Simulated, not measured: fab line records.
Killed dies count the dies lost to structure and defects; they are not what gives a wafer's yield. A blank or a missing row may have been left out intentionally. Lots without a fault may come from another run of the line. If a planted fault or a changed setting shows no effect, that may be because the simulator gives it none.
Which tool was responsible?    flow berkeley-cmos170    14 lots, 42 wafers sampled, at 1 step of a route of 331

## WHAT THE GAUGES READ, wafer by wafer
UCB170_START_BOW_MEAS_00.
lot   measured     on             INCOMING_BOW (um)
L344  day 1 10:02  film-metro-03  7 -1 4
L345  day 1 15:00  film-metro-01  1 -13 -1
L346  day 1 20:00  film-metro-03  0 -2 9
L347  day 2 01:01  film-metro-03  -5 -3 4
L350  day 2 16:01  film-metro-01  -3 -4 -9
L351  day 2 21:02  film-metro-03  1 6 -7
L352  day 3 02:00  film-metro-03  -1 2 4
L353  day 3 07:01  film-metro-04  7 -2 0
L354  day 3 12:00  film-metro-04  -9 2 7
L357  day 4 03:00  film-metro-01  -5 -13 -4
L363  day 5 09:01  film-metro-01  1 0 12
L364  day 5 14:02  film-metro-03  -7 -1 -4
L366  day 6 00:00  film-metro-04  16 -7 -6
L367  day 6 05:00  film-metro-03  -5 2 -9

## WHAT TOOL EACH LOT RAN ON (gives the tool, then ch and the chambers of the sampled wafers, and finally the start)
There is no process step in the record ahead of these readings.

## WHAT THE TOOLS THEMSELVES READ (means of the sampled wafers that have a number; where no wafer has one, the mark that the record gives instead)
The record holds no such reading with a usual standard deviation.

## THE ANSWER, worked out from the rows above alone
Rule: the usual values come from the lots themselves. The widest of any qualifying gaps counts: lots, ordered by their means at a reading, are off when they make up no more than a third of the lots, leave a main group of 4 or more, and stand apart from it by 3 or more times the standard deviation of that group's means. The tables above print the reading to a certain number of digits; a main group whose means all agree to those digits is not used. Also off: a lot with no number at a reading for which 4 or more lots have one. The other lots that the step has rows for count as sound. The gauges are gone through in route order, then the tools' own readings, and for those a lot's mean is taken as printed above. At the first step where some lot is off, the reading lying furthest off is the one used; lots without a number count as furthest.
No lot is off on any of the readings shown, so nothing can be concluded from this.

## WHAT THE SIMULATOR HAD PUT IN
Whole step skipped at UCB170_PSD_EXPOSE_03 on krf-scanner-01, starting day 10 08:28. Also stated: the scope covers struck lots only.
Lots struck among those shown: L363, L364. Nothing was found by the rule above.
